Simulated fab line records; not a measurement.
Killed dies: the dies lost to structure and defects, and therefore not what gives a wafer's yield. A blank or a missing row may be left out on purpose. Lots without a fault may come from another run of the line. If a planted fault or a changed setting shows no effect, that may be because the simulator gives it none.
A struck lot beside a sound one || flow ritCmos || 18 steps out of a route of 202
Sound: these wafers, L702.1, L702.5, L702.6. Wafers L698.1, L698.2, L698.5 were the ones struck. The cause is given at the end.
Per side, at each step with rows, come the tool, then ch with its chambers, and then its first start. Under that, the readings that differ: sound wafers || struck wafers || difference of the means || sigmas: that difference in standard deviations of wafers without a fault.
alike: words and numbers the same on both sides, and readings whose means are apart by under 2 such deviations; not compared: readings that were withheld, readings missing a value for some wafer, numbers with overlapping values and no deviation given by the record, and bounds like >300 which may hide the same value.
Wherever a step has rows on one side only, a row that says differs or no value, or a row with sigmas, the two part there. Numbers that have no deviation but don't overlap get no sigmas and don't part them. Lack of a reading on every wafer of one side parts them only where that side has two or more wafers.

RIT_M1_SPUTTER_00: material Al, target thk 400 nm, time 500 s.
  sound: pvdSputter-01 at day 6 03:58; struck: pvdSputter-01 at day 5 07:47
  alike: throttleValvePct
RIT_M1_RS_MEAS_01: measures by four-point-probe.
  sound: filmMetro-02 at day 6 04:15; struck: filmMetro-02 at day 5 08:05
  alike: M1_AL_RS
RIT_M1_THK_MEAS_02: measures by xrf.
  sound: filmMetro-02 at day 6 04:22; struck: filmMetro-02 at day 5 08:12
  alike: M1_AL_THK
then, 6 steps without rows for these wafers: RIT_M1_HMDS_03 (prime time 61.38 s); RIT_M1_COAT_04 (resist thk 1300 nm); RIT_M1_SOFTBAKE_05 (time 60 s); RIT_M1_EXPOSE_06 (exposes mask M12, target cd 2600 nm); RIT_M1_PEB_07; RIT_M1_DEVELOP_08 (develop time 68 s).
RIT_M1_CD_MEAS_09: target cd 2600 nm.
  sound: cdSem-01 at day 6 05:26; struck: cdSem-02 at day 5 09:08
  alike: cdNm
RIT_M1_OVL_MEAS_10:
  sound: overlay-02 at day 6 05:34; struck: overlay-01 at day 5 09:16
  alike: M1_OVL
then, 1 step without rows for these wafers: RIT_M1_HARDBAKE_11 (time 120 s).
RIT_M1_METAL_ETCH_12: etches Al in Cl2/BCl3, stops on SiO2, time 165 s, target depth 600 nm.
  sound on rieMetal-04 ch 0,1, day 6 05:50; struck on rieMetal-04 ch 0,1, day 5 09:33
  no value came back on the struck wafers for any of 5 readings (bcl3FlowSccm (sccm), chamberPressureMTorr (mTorr) and others); on the sound wafers bcl3FlowSccm (sccm) reads 49.86 50.00 49.98
{"reading": "model.NOVOLAK_of_M1_COAT_04.thkNm (nm)", "sound": "809.7 793.9 810.1", "struck": "1145 1141 1145", "difference": "+339", "sigmas": ""}
{"reading": "model.SiO2_of_CONTACT_CVD_00.thkNm (nm)", "sound": "356.2 359.8 360.4", "struck": "396.8 397.4 400.2", "difference": "+39.3", "sigmas": ""}
  not compared: rfHoursCounterH
then, 1 step without rows for these wafers: RIT_M1_STRIP_13 (strips in nmp, time 600 s).
RIT_M1_STRIP_14: strips in O2, time 180 s.
  sound on plasmaAsher-03 ch 0,1, day 6 06:12; struck on plasmaAsher-02 ch 0,1, day 5 09:55
  alike: chamberPressureMTorr, drypumpMotorCurrentA
  not compared: rfHoursCounterH
RIT_M1_CD_MEAS_90: target cd 2600 nm.
  sound: cdSem-02 at day 6 06:22; struck: cdSem-02 at day 5 10:05
{"reading": "cdNm (nm)", "sound": "2601.3 2600.1 2598.7", "struck": "- - -", "difference": "no value on the struck wafers", "sigmas": ""}
then, 1 step without rows for these wafers: RIT_M1_ANNEAL_15 (time 1800 s).
RIT_M1_PROBE_99:
  sound: prober-02 at day 6 08:07; struck: prober-01 at day 5 11:50
{"reading": "defectLimitedYield (%)", "sound": "98.9 97.7 97.0", "struck": "0 0 0", "difference": -98, "sigmas": -89}
{"reading": "killed_at_M0_to_M3", "sound": "0 0 0", "struck": "257 248 245", "difference": "+250", "sigmas": "+99 or more"}
{"reading": "killedAtFrontEnd", "sound": "3 6 8", "struck": "7 16 19", "difference": "+8", "sigmas": "+3"}
{"reading": "killedDies", "sound": "3 6 8", "struck": "264 264 264", "difference": "+258", "sigmas": "+89"}
{"reading": "killedOnRim", "sound": "0 0 2", "struck": "70 70 70", "difference": "+69", "sigmas": "+50"}
{"reading": "killedOpen", "sound": "1 6 3", "struck": "7 7 11", "difference": "+5", "sigmas": "+2"}
{"reading": "sort_bin_5_function (%)", "sound": "1.1 1.9 1.5", "struck": "98.9 96.6 97.0", "difference": "+96.0", "sigmas": "+99 or more"}
{"reading": "sort_bin_6_memory (%)", "sound": "0 0.4 1.5", "struck": "1.1 3.4 2.7", "difference": "+1.8", "sigmas": "+3"}
{"reading": "sortNPass", "sound": "261.0 258.0 256.0", "struck": "0 0 0", "difference": -258, "sigmas": -89}
{"reading": "sortYieldPct (%)", "sound": "98.9 97.7 97.0", "struck": "0 0 0", "difference": -98, "sigmas": -89}
  alike: killedAtContacts, killedShort, sort_bin_3_pad_short

== WHERE THEY PART ==
Earliest at RIT_M1_METAL_ETCH_12; latest, in this record, at RIT_M1_PROBE_99.

WHY: the cause the simulator had injected
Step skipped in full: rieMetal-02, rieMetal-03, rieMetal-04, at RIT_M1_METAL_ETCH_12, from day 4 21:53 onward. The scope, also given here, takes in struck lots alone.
